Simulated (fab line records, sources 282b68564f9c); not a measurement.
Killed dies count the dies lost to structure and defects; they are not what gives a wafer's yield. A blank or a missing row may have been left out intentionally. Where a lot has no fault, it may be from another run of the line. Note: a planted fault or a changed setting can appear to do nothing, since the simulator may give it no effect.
Which tool is to blame? -- flow rit cmos -- Sampling: 15 lots, 45 wafers, 3 of 202 route steps

== WHAT THE GAUGES SHOWED, per wafer ==
RIT_SILICIDE_RS_MEAS_02: a four-point-probe measurement. Usual: SILICIDE_TI_RS typically reads 46.2 ohm/sq, with standard deviation 0.72.
lot,measured,on,SILICIDE_TI_RS (ohm/sq),flag
L258,day 3 19:49,film metro-03,47.5 47.4 46.9,
L261,day 4 08:30,film metro-03,46.8 47.7 47.6,
L262,day 4 08:58,film metro-03,46.0 46.0 46.0,
L263,day 4 12:40,film metro-03,46.3 47.1 47.8,
L264,day 4 23:53,film metro-01,45.4 46.3 46.2,
L266,day 5 02:17,film metro-02,46.2 46.2 45.8,
L265,day 5 06:26,film metro-02,45.3 45.3 45.5,
L267,day 5 12:38,film metro-01,46.5 47.0 45.6,
L268,day 5 19:17,film metro-01,46.3 46.6 46.0,
L269,day 5 21:32,film metro-02,45.8 45.8 45.8,
L270,day 6 02:04,film metro-01,45.0 44.9 45.4,
L271,day 6 08:31,film metro-03,19.8 20.0 19.5,OFF
L272,day 6 13:46,film metro-01,45.8 45.1 44.9,
L273,day 6 19:58,film metro-01,20.0 20.0 20.0,OFF
L279,day 7 21:59,film metro-03,19.4 19.5 19.5,OFF

RIT_SILICIDE_THK_MEAS_03: measures by xrf. Usual: SILICIDE_TI_THK typically reads 31.3 nm, with standard deviation 0.4.
lot,measured,on,SILICIDE_TI_THK (nm),flag
L258,day 3 19:55,film metro-03,30.4 30.5 30.9,
L261,day 4 08:37,film metro-03,31.0 30.7 30.7,
L262,day 4 09:05,film metro-03,31.6 31.4 31.6,
L263,day 4 12:46,film metro-03,31.4 31.0 30.6,
L264,day 5 00:01,film metro-01,31.9 31.4 31.4,
L266,day 5 02:24,film metro-02,31.1 31.0 31.2,
L265,day 5 06:34,film metro-02,31.6 31.6 31.4,
L267,day 5 12:45,film metro-01,31.3 31.0 31.7,
L268,day 5 19:25,film metro-01,31.3 31.3 31.6,
L269,day 5 21:39,film metro-02,31.3 31.2 31.3,
L270,day 6 02:10,film metro-01,31.8 31.9 31.7,
L271,day 6 08:38,film metro-03,62.4 61.7 63.1,OFF
L272,day 6 13:53,film metro-01,31.7 32.1 32.0,
L273,day 6 20:05,film metro-01,61.9 61.9 62.3,OFF
L279,day 7 22:05,film metro-03,63.6 63.6 63.2,OFF

== WHAT TOOL EACH LOT RAN ON (gives the tool, then ch and the chambers of the sampled wafers, and finally the start) ==
lot,RIT_SILICIDE_SPUTTER_01
L258,"pvd sputter-04, day 3 19:36"
L261,"pvd sputter-04, day 4 08:21"
L262,"pvd sputter-01, day 4 08:49"
L263,"pvd sputter-04, day 4 12:28"
L264,"pvd sputter-01, day 4 23:44"
L266,"pvd sputter-02, day 5 02:07"
L265,"pvd sputter-01, day 5 06:17"
L267,"pvd sputter-04, day 5 12:29"
L268,"pvd sputter-01, day 5 19:08"
L269,"pvd sputter-02, day 5 21:23"
L270,"pvd sputter-01, day 6 01:52"
L271,"pvd sputter-04, day 6 08:02"
L272,"pvd sputter-01, day 6 13:37"
L273,"pvd sputter-04, day 6 19:30"
L279,"pvd sputter-01, day 7 21:28"
- RIT_SILICIDE_SPUTTER_01: material Ti, target thk 30 nm, time 240 s.

== AS READ BY THE TOOLS THEMSELVES (means over the sampled wafers that have a number; for cases with no such wafer, the mark the record gives instead) ==
RIT_SILICIDE_SPUTTER_01. Usual: throttle valve pct at 30.4 %, with a standard deviation of 0.94.
lot,tool,throttle valve pct (%),flag
L258,pvd sputter-04,30.4,
L261,pvd sputter-04,30.0,
L262,pvd sputter-01,30.8,
L263,pvd sputter-04,29.9,
L264,pvd sputter-01,30.3,
L266,pvd sputter-02,29.8,
L265,pvd sputter-01,30.5,
L267,pvd sputter-04,30.2,
L268,pvd sputter-01,30.3,
L269,pvd sputter-02,29.7,
L270,pvd sputter-01,30.4,
L271,pvd sputter-04,29.8,
L272,pvd sputter-01,30.8,
L273,pvd sputter-04,30.5,
L279,pvd sputter-01,30.0,

== THE ANSWER, worked out from the rows above alone ==
Rule: lot off if the mean of its wafers having a number is beyond 3 standard deviations from the usual mean. Also off: a lot with no number at a reading for which 4 or more lots have one. Where the step has rows for the other lots, those lots are counted as sound. After the gauges, taken in route order, come the tools' own readings; for these a lot's mean is taken, as printed above. At the first step where some lot is off, the reading lying furthest off is the one used; lots without a number count as furthest.
Off: L271, L273, L279, seen at RIT_SILICIDE_RS_MEAS_02 (SILICIDE_TI_RS).
If a tool, at a process step before that reading, ran all the lots that are off and no sound lot after the first of them, it fits. The gauges at RIT_SILICIDE_RS_MEAS_02 are tried like those tools. None of those tried fits.

== WHAT HAD BEEN PUT IN BY THE SIMULATOR ==
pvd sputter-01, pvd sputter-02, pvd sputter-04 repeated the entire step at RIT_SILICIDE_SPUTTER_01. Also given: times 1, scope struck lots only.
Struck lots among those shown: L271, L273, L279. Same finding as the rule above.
